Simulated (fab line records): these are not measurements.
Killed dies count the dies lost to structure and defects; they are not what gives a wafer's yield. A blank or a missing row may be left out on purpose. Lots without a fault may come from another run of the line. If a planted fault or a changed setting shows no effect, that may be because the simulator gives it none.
Which tool was responsible? | flow rit cmos | 14 lots with 42 wafers sampled at 2 steps, on a route of 202 steps

## WHAT THE GAUGES READ, wafer by wafer
RIT_M1_CD_MEAS_09: target cd 2600 nm.
lot  | measured    | on        | cd nm (nm)
L111 | day 3 09:14 | cd sem-02 | 2598.9 2600.3 2601.1
L113 | day 3 22:40 | cd sem-02 | 2600.5 2601.6 2599.3
L114 | day 4 05:16 | cd sem-02 | 2603.1 2601.4 2603.3
L116 | day 4 14:44 | cd sem-02 | 2598.3 2601.1 2598.0
L117 | day 4 18:03 | cd sem-02 | 2598.8 2599.1 2597.9
L118 | day 4 23:07 | cd sem-02 | 2604.2 2603.6 2603.1
L120 | day 5 09:18 | cd sem-01 | 2601.9 2599.5 2601.9
L122 | day 5 20:40 | cd sem-02 | 2627.1 2626.3 2626.4
L123 | day 5 22:55 | cd sem-01 | 2601.9 2600.2 2599.0
L124 | day 6 02:01 | cd sem-01 | 2621.9 2621.8 2622.7
L128 | day 7 00:26 | cd sem-02 | 2599.8 2602.4 2601.7
L130 | day 7 10:49 | cd sem-01 | 2600.5 2603.1 2601.5
L131 | day 7 13:10 | cd sem-02 | 2602.0 2602.0 2603.5
L133 | day 8 01:04 | cd sem-01 | 2603.0 2600.7 2602.0

## WHICH TOOL RAN EACH LOT (tool, then ch and the chambers of the sampled wafers, then the start)
lot  | RIT_M1_EXPOSE_06
L111 | iline stepper-01 ch 0, day 3 08:49
L113 | iline stepper-01 ch 0, day 3 22:14
L114 | iline stepper-01 ch 0, day 4 04:50
L116 | iline stepper-02 ch 0, day 4 14:18
L117 | iline stepper-02 ch 0, day 4 17:37
L118 | iline stepper-02 ch 0, day 4 22:41
L120 | iline stepper-02 ch 0, day 5 08:52
L122 | iline stepper-01 ch 0, day 5 20:14
L123 | iline stepper-02 ch 0, day 5 22:29
L124 | iline stepper-01 ch 0, day 6 01:35
L128 | iline stepper-02 ch 0, day 7 00:01
L130 | iline stepper-02 ch 0, day 7 10:23
L131 | iline stepper-02 ch 0, day 7 12:44
L133 | iline stepper-02 ch 0, day 8 00:29
- RIT_M1_EXPOSE_06: exposes mask M12, target cd 2600 nm.

## WHAT THE TOOLS THEMSELVES READ (means of the sampled wafers that have a number; where no wafer has one, the mark that the record gives instead)
RIT_M1_EXPOSE_06.
lot  | tool             | exposure dose mJ cm2
L111 | iline stepper-01 | 248.35
L113 | iline stepper-01 | 248.20
L114 | iline stepper-01 | 248.37
L116 | iline stepper-02 | 248.44
L117 | iline stepper-02 | 248.50
L118 | iline stepper-02 | 248.09
L120 | iline stepper-02 | 248.74
L122 | iline stepper-01 | 225.09
L123 | iline stepper-02 | 248.25
L124 | iline stepper-01 | 229.44
L128 | iline stepper-02 | 248.06
L130 | iline stepper-02 | 248.42
L131 | iline stepper-02 | 248.44
L133 | iline stepper-02 | 248.35

## THE ANSWER, worked out from the rows above alone
Rule: the lots themselves supply what counts as usual. Put in order of their means at a reading, lots are off if they are a third of the lots or fewer, leave a main group of 4 or more, and stand apart from it by a gap of 3 or more times the standard deviation of the main group's means; of several such gaps the widest counts. The tables above print the reading to a certain number of digits; a main group whose means all agree to those digits is not used. A lot without any number at a reading at which 4 lots or more have one is off too. Any other lot the step has rows for is counted as sound. The gauges are gone through in route order, then the tools' own readings, and for those a lot's mean is taken as printed above. At the first step where some lot is off, the reading lying furthest off is the one used; lots without a number count as furthest.
Off: L122, L124 (RIT_M1_CD_MEAS_09, cd nm). For the main group the mean is 2601.1 nm and the standard deviation 1.4.
If a tool, at a process step before that reading, ran all the lots that are off and no sound lot after the first of them, it fits. The gauges at RIT_M1_CD_MEAS_09 aren't tried: what is off there is off at RIT_M1_EXPOSE_06 too, on other tools, and a gauge's error can't cause that. One candidate fits, namely iline stepper-01 at RIT_M1_EXPOSE_06. Its last sound lot is L114 (day 4 04:50), its first lot that is off L122 (day 5 20:14): a fault that began between those two fits.
On the lots that are off, the tool's own readings at RIT_M1_EXPOSE_06 differ by more than 5 times the standard deviation of the sound lots' means, which bears it out; exposure dose mJ cm2 reads 227.26 there versus 248.35 on the sound lots.

## WHAT THE SIMULATOR HAD INSERTED
Process parameter drift: iline stepper-01, from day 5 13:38 on, at RIT_M1_EXPOSE_06. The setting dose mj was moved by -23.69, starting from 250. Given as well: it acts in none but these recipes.
Struck lots among those shown: L122, L124. The same result came from the rule above.
